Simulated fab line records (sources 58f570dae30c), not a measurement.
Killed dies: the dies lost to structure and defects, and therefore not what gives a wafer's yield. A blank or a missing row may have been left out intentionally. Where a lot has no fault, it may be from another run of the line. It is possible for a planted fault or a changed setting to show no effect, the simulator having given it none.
Split-lot study | flow berkeley cmos170 | 27 wafers read across 5 lots, on a route 331 steps long

## SPLIT DETAILS
At UCB170_FIELD_WET_ETCH_05 (etches Si3N4 in H3PO4, time 12600 s), the setting time s was moved away from the recipe's 12600 s on 24 of the 27 wafers read, by -49.0% to +51.8%. All remaining wafers had this setting at the recipe value.

Reading taken at the split's own step.

## THE READING
SiO2_of_FIELD_OXIDATION_01.thk nm (the simulator's own value, which no gauge read), in nm, at UCB170_FIELD_WET_ETCH_05 (etches Si3N4 in H3PO4, time 12600 s). No usual value for it is given in the file. Across the 3 wafers here that went through the recipe, the average is 503.5 nm and the standard deviation 2.1 nm.

wafer  | tool, chamber at the split | time s as run, s | against the recipe | SiO2_of_FIELD_OXIDATION_01.thk nm, nm | against lot-mates on the recipe
L074.2 | wet bench-01, 0            | 12600            | recipe             | 500.9                                 | -
L074.3 | wet bench-01, 0            | 12600            | recipe             | 503.6                                 | -
L074.4 | wet bench-01, 0            | 12600            | recipe             | 506                                   | -
L077.1 | -, -                       | 7571             | -39.9%             | 522.7                                 | no lot-mate on the recipe
L077.2 | -, -                       | 7571             | -39.9%             | 514.2                                 | no lot-mate on the recipe
L077.3 | -, -                       | 7571             | -39.9%             | 519.6                                 | no lot-mate on the recipe
L077.4 | -, -                       | 7571             | -39.9%             | 507.4                                 | no lot-mate on the recipe
L077.5 | -, -                       | 7571             | -39.9%             | 521                                   | no lot-mate on the recipe
L077.6 | -, -                       | 7571             | -39.9%             | 527.4                                 | no lot-mate on the recipe
L079.1 | -, -                       | 7479             | -40.6%             | 519                                   | no lot-mate on the recipe
L079.2 | -, -                       | 7479             | -40.6%             | 522.2                                 | no lot-mate on the recipe
L079.3 | -, -                       | 7479             | -40.6%             | 516.8                                 | no lot-mate on the recipe
L079.4 | -, -                       | 7479             | -40.6%             | 520.6                                 | no lot-mate on the recipe
L079.5 | -, -                       | 7479             | -40.6%             | 510.6                                 | no lot-mate on the recipe
L079.6 | -, -                       | 7479             | -40.6%             | 517.7                                 | no lot-mate on the recipe
L080.1 | -, -                       | 19130            | +51.8%             | 480.7                                 | no lot-mate on the recipe
L080.2 | -, -                       | 19130            | +51.8%             | 473.1                                 | no lot-mate on the recipe
L080.3 | -, -                       | 19130            | +51.8%             | 469.8                                 | no lot-mate on the recipe
L080.4 | -, -                       | 19130            | +51.8%             | 471.1                                 | no lot-mate on the recipe
L080.5 | -, -                       | 19130            | +51.8%             | 477.7                                 | no lot-mate on the recipe
L080.6 | -, -                       | 19130            | +51.8%             | 467.8                                 | no lot-mate on the recipe
L084.1 | -, -                       | 6428             | -49.0%             | 508.7                                 | no lot-mate on the recipe
L084.2 | -, -                       | 6428             | -49.0%             | 513.8                                 | no lot-mate on the recipe
L084.3 | -, -                       | 6428             | -49.0%             | 509                                   | no lot-mate on the recipe
L084.4 | -, -                       | 6428             | -49.0%             | 506.3                                 | no lot-mate on the recipe
L084.5 | -, -                       | 6428             | -49.0%             | 508.3                                 | no lot-mate on the recipe
L084.6 | -, -                       | 6428             | -49.0%             | 506.6                                 | no lot-mate on the recipe

FIT RESULTS
A straight line over all 27 wafers: SiO2_of_FIELD_OXIDATION_01.thk nm changes by -0.419 nm for each +1% of time s; r = -0.92; the points scatter about the line by 7.3 nm.
Too few moved wafers with a lot-mate on the recipe to fit a line net of each lot's own level.

## FILE'S OWN FIT
SiO2_of_FIELD_OXIDATION_01.thk nm changes by -0.419 nm for each +1% of time s, r = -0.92.
